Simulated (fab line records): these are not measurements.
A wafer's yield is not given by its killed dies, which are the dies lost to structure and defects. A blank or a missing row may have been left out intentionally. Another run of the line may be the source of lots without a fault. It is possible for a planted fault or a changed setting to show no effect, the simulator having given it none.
What tool caused it? || flow berkeleyCmos170 || 21 wafers from 7 lots sampled at 3 of the route's 331 steps

WHAT EACH GAUGE READ, for each wafer
UCB170_SCREENOX_THK_MEAS_02.
{"lot": "L805", "measured": "day 6 12:40", "on": "filmMetro-01", "SCREENOX_OXIDE_THK (nm)": "13.81 14.11 14.07"}
{"lot": "L808", "measured": "day 6 23:41", "on": "filmMetro-01", "SCREENOX_OXIDE_THK (nm)": "14.65 14.40 14.35"}
{"lot": "L809", "measured": "day 7 13:02", "on": "filmMetro-01", "SCREENOX_OXIDE_THK (nm)": "14.14 14.13 14.14"}
{"lot": "L812", "measured": "day 7 22:43", "on": "filmMetro-02", "SCREENOX_OXIDE_THK (nm)": "14.39 14.39 14.42"}
{"lot": "L815", "measured": "day 8 06:36", "on": "filmMetro-04", "SCREENOX_OXIDE_THK (nm)": "14.60 14.58 14.46"}
{"lot": "L819", "measured": "day 9 07:58", "on": "filmMetro-01", "SCREENOX_OXIDE_THK (nm)": "10.54 10.99 10.67"}
{"lot": "L826", "measured": "day 11 01:56", "on": "filmMetro-04", "SCREENOX_OXIDE_THK (nm)": "14.54 14.59 14.48"}

WHICH TOOL RAN EACH LOT (tool, then ch and the chambers of the sampled wafers, then the start)
{"lot": "L805", "UCB170_PFIELD_STRIP_08": "plasmaAsher-01 ch 0,1, day 5 09:22", "UCB170_SCREENOX_OXIDATION_01": "furnace-01 ch 0, day 6 10:58"}
{"lot": "L808", "UCB170_PFIELD_STRIP_08": "plasmaAsher-04 ch 0,1, day 5 20:25", "UCB170_SCREENOX_OXIDATION_01": "furnace-01 ch 0, day 6 21:58"}
{"lot": "L809", "UCB170_PFIELD_STRIP_08": "plasmaAsher-01 ch 0, day 6 08:16", "UCB170_SCREENOX_OXIDATION_01": "furnace-04 ch 0, day 7 11:22"}
{"lot": "L812", "UCB170_PFIELD_STRIP_08": "plasmaAsher-01 ch 0,1, day 6 23:29", "UCB170_SCREENOX_OXIDATION_01": "furnace-04 ch 0, day 7 21:02"}
{"lot": "L815", "UCB170_PFIELD_STRIP_08": "plasmaAsher-01 ch 0,1, day 7 05:04", "UCB170_SCREENOX_OXIDATION_01": "furnace-01 ch 0, day 8 04:55"}
{"lot": "L819", "UCB170_PFIELD_STRIP_08": "plasmaAsher-03 ch 0,1, day 8 03:15", "UCB170_SCREENOX_OXIDATION_01": "furnace-04 ch 0, day 9 06:17"}
{"lot": "L826", "UCB170_PFIELD_STRIP_08": "plasmaAsher-01 ch 0,1, day 9 17:41", "UCB170_SCREENOX_OXIDATION_01": "furnace-02 ch 0, day 11 00:16"}
- UCB170_PFIELD_STRIP_08: strips in O2.
- UCB170_SCREENOX_OXIDATION_01: target thk 14.4 nm, ox time 2400 s.

THE ANSWER, worked out from the rows above alone
Rule: the lots themselves supply what counts as usual. The widest of any qualifying gaps counts: lots, ordered by their means at a reading, are off when they make up no more than a third of the lots, leave a main group of 4 or more, and stand apart from it by 3 or more times the standard deviation of that group's means. A main group is skipped when, at the precision printed for the reading in the tables above, its means are all equal. A lot without any number at a reading at which 4 lots or more have one is off too. Where the step has rows for the other lots, those lots are counted as sound.
Off: L819, at UCB170_SCREENOX_THK_MEAS_02 (SCREENOX_OXIDE_THK). The main group has a mean of 14.35 nm with a standard deviation of 0.21.
A tool fits if, at a process step before that reading, it ran every lot that is off, and no sound lot after the first of them. Gauges at UCB170_SCREENOX_THK_MEAS_02: tried the same way as those tools. Can't be told from this: 3 tools fit, plasmaAsher-03 at UCB170_PFIELD_STRIP_08, furnace-04 at UCB170_SCREENOX_OXIDATION_01, filmMetro-01 at UCB170_SCREENOX_THK_MEAS_02.

WHAT THE SIMULATOR HAD PUT IN
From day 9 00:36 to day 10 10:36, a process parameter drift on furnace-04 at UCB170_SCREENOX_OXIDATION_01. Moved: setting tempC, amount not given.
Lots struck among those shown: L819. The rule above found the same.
